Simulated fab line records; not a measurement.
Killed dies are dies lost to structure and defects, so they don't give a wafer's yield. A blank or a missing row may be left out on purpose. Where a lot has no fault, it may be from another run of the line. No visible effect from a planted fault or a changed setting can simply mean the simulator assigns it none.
Split-lot experiment | flow ritCmos | route with 202 steps; 5 lots, 23 wafers read

THE SPLIT
At RIT_GATE_CVD_08 (deposits poly-Si from SiH4, target thk 250 nm, time 2220 s), the setting tempC was moved away from the recipe's 610 C on 20 of the 23 wafers read, by -1.6% to +2.7%. All remaining wafers had this setting at the recipe value.

FROM THE SPLIT TO THE READING: what the file shows between them, 3 steps
- RIT_GATE_THK_MEAS_09
- RIT_GATE_DEVELOP_15: develop time 50 s (also split here: devTempC)
- RIT_GATE_HARDBAKE_18: time 60 s

THE READING
oesProductAu, in a.u., at RIT_GATE_ETCH_19 (etches poly-Si in SF6/CHF3/O2, stops on SiO2, time 165 s, target depth 312.5 nm). Typical for fault-free wafers on this fab line: 0.851 a.u., with standard deviation 0.014 a.u.

wafer  | tool, chamber at the split | tempC as run, C | against the recipe | oesProductAu, a.u. | against lot-mates on the recipe
L075.1 | lpcvd-01, 0                | 610             | recipe             | 0.828              | -
L075.2 | lpcvd-01, 0                | 610             | recipe             | 0.846              | -
L075.3 | lpcvd-01, 0                | 610             | recipe             | 0.836              | -
L077.1 | -, -                       | 623.4           | +2.2%              | 0.976              | no lot-mate on the recipe
L077.3 | -, -                       | 623.4           | +2.2%              | 1.030              | no lot-mate on the recipe
L077.4 | -, -                       | 623.4           | +2.2%              | 0.993              | no lot-mate on the recipe
L077.5 | -, -                       | 623.4           | +2.2%              | 1.001              | no lot-mate on the recipe
L077.6 | -, -                       | 623.4           | +2.2%              | 0.975              | no lot-mate on the recipe
L078.2 | -, -                       | 619.2           | +1.5%              | 0.997              | no lot-mate on the recipe
L078.3 | -, -                       | 619.2           | +1.5%              | 0.965              | no lot-mate on the recipe
L078.4 | -, -                       | 619.2           | +1.5%              | 0.991              | no lot-mate on the recipe
L078.5 | -, -                       | 619.2           | +1.5%              | 0.997              | no lot-mate on the recipe
L078.6 | -, -                       | 619.2           | +1.5%              | 1.004              | no lot-mate on the recipe
L080.1 | -, -                       | 626.5           | +2.7%              | 1.046              | no lot-mate on the recipe
L080.2 | -, -                       | 626.5           | +2.7%              | 1.006              | no lot-mate on the recipe
L080.3 | -, -                       | 626.5           | +2.7%              | 0.971              | no lot-mate on the recipe
L080.4 | -, -                       | 626.5           | +2.7%              | 1.037              | no lot-mate on the recipe
L080.6 | -, -                       | 626.5           | +2.7%              | 0.964              | no lot-mate on the recipe
L084.1 | -, -                       | 600             | -1.6%              | 0.705              | no lot-mate on the recipe
L084.3 | -, -                       | 600             | -1.6%              | 0.727              | no lot-mate on the recipe
L084.4 | -, -                       | 600             | -1.6%              | 0.743              | no lot-mate on the recipe
L084.5 | -, -                       | 600             | -1.6%              | 0.708              | no lot-mate on the recipe
L084.6 | -, -                       | 600             | -1.6%              | 0.737              | no lot-mate on the recipe

THE FIT
A straight line over all 23 wafers: oesProductAu changes by +0.0689 a.u. for each +1% of tempC; r = +0.96; the points scatter about the line by 0.033 a.u.
Too few moved wafers have a lot-mate on the recipe to fit a line with each lot's own level taken away.

THE WHOLE CHAIN: every reading that the file lists as answering this split, in the file's order
step                 | what it does                                                                    | reading                                                                       | change (the file's fit)                  | r (the file's)
RIT_GATE_CVD_08      | deposits poly-Si from SiH4, target thk 250 nm, time 2220 s                      | poly-Si_of_GATE_CVD_08.thkNm (the simulator's own value, which no gauge read) | +39.1 nm for each +1% of the setting     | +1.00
RIT_GATE_THK_MEAS_09 |                                                                                 | GATE_POLY_THK                                                                 | +39.1 for each +1% of the setting        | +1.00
RIT_GATE_ETCH_19     | etches poly-Si in SF6/CHF3/O2, stops on SiO2, time 165 s, target depth 312.5 nm | oesProductAu                                                                  | +0.0689 a.u. for each +1% of the setting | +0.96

THE FILE'S OWN FIT
oesProductAu changes by +0.0689 a.u. for each +1% of tempC, r = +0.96.
